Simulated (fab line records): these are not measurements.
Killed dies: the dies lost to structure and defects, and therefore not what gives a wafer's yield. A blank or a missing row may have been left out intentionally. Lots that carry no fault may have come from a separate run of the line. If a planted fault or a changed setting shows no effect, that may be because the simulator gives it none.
Lot-split experiment + flow berkeley_cmos170 + 23 wafers read across 5 lots, on a route 331 steps long

ABOUT THE SPLIT
At UCB170_SILICIDE_SPUTTER_01 (material Ti, target thk 30 nm, time 25 s), the setting power_w was moved away from the recipe's 1500 W on 8 of the 23 wafers read, by -10.4% to +5.9%. This setting was run at the recipe's value on the other wafers.

FROM THE SPLIT TO THE READING: what the file shows between them, 1 step
- UCB170_SILICIDE_RS_MEAS_02: measures by four-point-probe

THE READING
SILICIDE_TI_THK, in nm, at UCB170_SILICIDE_THK_MEAS_03 (measures by xrf). A value of 30.2 nm with a standard deviation of 0.58 nm is what fault-free wafers of this fab line usually give.

| wafer  | tool, chamber at the split | power_w as run, W | against the recipe | SILICIDE_TI_THK, nm | against lot-mates on the recipe |
|--------|----------------------------|-------------------|--------------------|---------------------|---------------------------------|
| L074.1 | pvd_sputter-01, -          | 1344              | -10.4%             | 26.2                | -3.1                            |
| L074.2 | pvd_sputter-01, -          | 1500              | recipe             | 29.3                | -                               |
| L074.3 | pvd_sputter-01, -          | 1344              | -10.4%             | 26.2                | -3.1                            |
| L074.4 | pvd_sputter-01, -          | 1344              | -10.4%             | 26.6                | -2.6                            |
| L074.6 | pvd_sputter-01, -          | 1500              | recipe             | 29.2                | -                               |
| L076.2 | pvd_sputter-02, -          | 1500              | recipe             | 30.4                | -                               |
| L076.3 | pvd_sputter-02, -          | 1500              | recipe             | 30.8                | -                               |
| L076.5 | pvd_sputter-02, -          | 1500              | recipe             | 30.9                | -                               |
| L079.1 | pvd_sputter-02, -          | 1500              | recipe             | 31.0                | -                               |
| L079.2 | pvd_sputter-02, -          | 1588              | +5.9%              | 32.9                | +2.1                            |
| L079.3 | pvd_sputter-02, -          | 1500              | recipe             | 30.6                | -                               |
| L079.5 | pvd_sputter-02, -          | 1588              | +5.9%              | 32.5                | +1.7                            |
| L079.6 | pvd_sputter-02, -          | 1588              | +5.9%              | 32.8                | +2.0                            |
| L078.1 | pvd_sputter-03, -          | 1500              | recipe             | 30.4                | -                               |
| L078.3 | pvd_sputter-03, -          | 1500              | recipe             | 30.1                | -                               |
| L078.4 | pvd_sputter-03, -          | 1500              | recipe             | 30.2                | -                               |
| L078.5 | pvd_sputter-03, -          | 1500              | recipe             | 30.0                | -                               |
| L078.6 | pvd_sputter-03, -          | 1500              | recipe             | 30.1                | -                               |
| L080.1 | pvd_sputter-01, -          | 1500              | recipe             | 29.9                | -                               |
| L080.3 | pvd_sputter-01, -          | 1373              | -8.5%              | 26.5                | -3.1                            |
| L080.4 | pvd_sputter-01, -          | 1373              | -8.5%              | 27.3                | -2.3                            |
| L080.5 | pvd_sputter-01, -          | 1500              | recipe             | 29.7                | -                               |
| L080.6 | pvd_sputter-01, -          | 1500              | recipe             | 29.2                | -                               |

FIT RESULTS
A straight line over all 23 wafers: SILICIDE_TI_THK changes by +0.387 nm for each +1% of power_w; r = +0.97; the points scatter about the line by 0.52 nm.
The same after taking each lot's own level away (the mean of its wafers on the recipe; 23 wafers): +0.301 nm for each +1%; r = +0.99; scatter 0.25 nm.
That fit puts the effect of the largest move of power_w on the reading at 3.1 nm.
The lots' own levels span 29.25 to 30.80 nm, that is 2.7 times the standard deviation above.
In other words, the slope is changed by the lot-to-lot level; the two fits disagree.
Check: for one of the wafers moved furthest among these (-10.4%), held out of the fit, the line's prediction against its lot-mates is -3.1 nm. Against them it came out at -3.05 nm.

THE OTHER SPLITS THESE WAFERS WENT THROUGH
Note: prior to the reading, these wafers also went through further splits. Each is held against what the fit with the lots' levels taken away leaves over:
| other split on the same wafers    | wafers away from the commonest value | r with SILICIDE_TI_THK (lot level and that fit taken away) |
|-----------------------------------|--------------------------------------|------------------------------------------------------------|
| UCB170_GATE_SOFTBAKE_08 temp_c    | 2                                    | -0.29                                                      |
| UCB170_NLDD_COAT_01 resist_thk_nm | 11                                   | +0.28                                                      |
| UCB170_NLDD_IMPLANT_08 energy_kev | 4                                    | +0.01                                                      |
| UCB170_PSD_IMPLANT_08 dose_cm2    | 8                                    | -0.11                                                      |
| UCB170_NSD_IMPLANT_08 energy_kev  | 8                                    | +0.04                                                      |

THE WHOLE CHAIN: every reading that the file lists as answering this split, in the file's order
| step                        | what it does                             | reading                                                                           | change (the file's fit)               | r (the file's) |
|-----------------------------|------------------------------------------|-----------------------------------------------------------------------------------|---------------------------------------|----------------|
| UCB170_SILICIDE_SPUTTER_01  | material Ti, target thk 30 nm, time 25 s | Ti_of_SILICIDE_SPUTTER_01.thk_nm (the simulator's own value, which no gauge read) | +0.308 nm for each +1% of the setting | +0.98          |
| UCB170_SILICIDE_RS_MEAS_02  | measures by four-point-probe             | SILICIDE_TI_RS                                                                    | -0.35 for each +1% of the setting     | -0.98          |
| UCB170_SILICIDE_THK_MEAS_03 | measures by xrf                          | SILICIDE_TI_THK                                                                   | +0.298 for each +1% of the setting    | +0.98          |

FILE'S OWN FIT
SILICIDE_TI_THK changes by +0.298 nm for each +1% of power_w, r = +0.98.
